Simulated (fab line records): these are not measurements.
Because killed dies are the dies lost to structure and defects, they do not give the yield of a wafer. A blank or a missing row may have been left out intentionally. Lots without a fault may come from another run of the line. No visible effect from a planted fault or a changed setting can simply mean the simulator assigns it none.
Which tool was responsible? / flow rit_cmos / 21 wafers from 7 lots sampled at 2 of the route's 202 steps

== WHAT EACH GAUGE READ, for each wafer ==
RIT_GATE_THK_MEAS_07.
lot=L861; measured=day 2 22:50; on=film_metro-01; GATE_OXIDE_THK (nm)=2.75 2.72 2.81
lot=L865; measured=day 3 20:05; on=film_metro-01; GATE_OXIDE_THK (nm)=2.81 2.80 2.80
lot=L867; measured=day 4 08:55; on=film_metro-01; GATE_OXIDE_THK (nm)=2.73 2.75 2.78
lot=L870; measured=day 4 21:34; on=film_metro-04; GATE_OXIDE_THK (nm)=1.87 1.95 1.97 1.87 2.00 1.95
lot=L876; measured=day 5 22:40; on=film_metro-04; GATE_OXIDE_THK (nm)=2.77 2.79 2.78
lot=L878; measured=day 6 14:37; on=film_metro-04; GATE_OXIDE_THK (nm)=2.77 2.80 2.70
lot=L883; measured=day 8 02:11; on=film_metro-04; GATE_OXIDE_THK (nm)=2.74 2.71 2.73

== TOOL THAT RAN EACH LOT (tool first, then ch and the chambers of the sampled wafers, then the start) ==
lot=L861; RIT_GATE_OXIDATION_05=furnace-01 ch 0, day 2 20:12
lot=L865; RIT_GATE_OXIDATION_05=furnace-01 ch 0, day 3 17:38
lot=L867; RIT_GATE_OXIDATION_05=furnace-03 ch 0, day 4 06:27
lot=L870; RIT_GATE_OXIDATION_05=furnace-04 ch 0, day 4 18:17
lot=L876; RIT_GATE_OXIDATION_05=furnace-03 ch 0, day 5 21:20
lot=L878; RIT_GATE_OXIDATION_05=furnace-03 ch 0, day 6 09:47
lot=L883; RIT_GATE_OXIDATION_05=furnace-03 ch 0, day 7 22:01
- RIT_GATE_OXIDATION_05: target thk 3 nm, ox time 270 s.

== THE ANSWER, worked out from the rows above alone ==
Rule: the lots themselves supply what counts as usual. The widest of any qualifying gaps counts: lots, ordered by their means at a reading, are off when they make up no more than a third of the lots, leave a main group of 4 or more, and stand apart from it by 3 or more times the standard deviation of that group's means. If all means in a main group match to the digits the tables above print for the reading, that group is not used. Also off: a lot with no number at a reading for which 4 or more lots have one. All remaining lots with rows at the step are treated as sound.
Off: at RIT_GATE_THK_MEAS_07 (GATE_OXIDE_THK), L870. The main group has a mean of 2.76 nm with a standard deviation of 0.024.
If a tool, at a process step before that reading, ran all the lots that are off and no sound lot after the first of them, it fits. Those tools and the gauges at RIT_GATE_THK_MEAS_07 are tried in the same way. One fits: furnace-04 at RIT_GATE_OXIDATION_05. It ran no sound lot before its first lot that is off in this sample, so the start can't be narrowed down.

== WHAT THE SIMULATOR HAD INSERTED ==
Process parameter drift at RIT_GATE_OXIDATION_05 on furnace-04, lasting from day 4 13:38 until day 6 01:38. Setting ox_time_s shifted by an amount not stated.
Lots struck among those shown: L870. This agrees with what the rule above found.
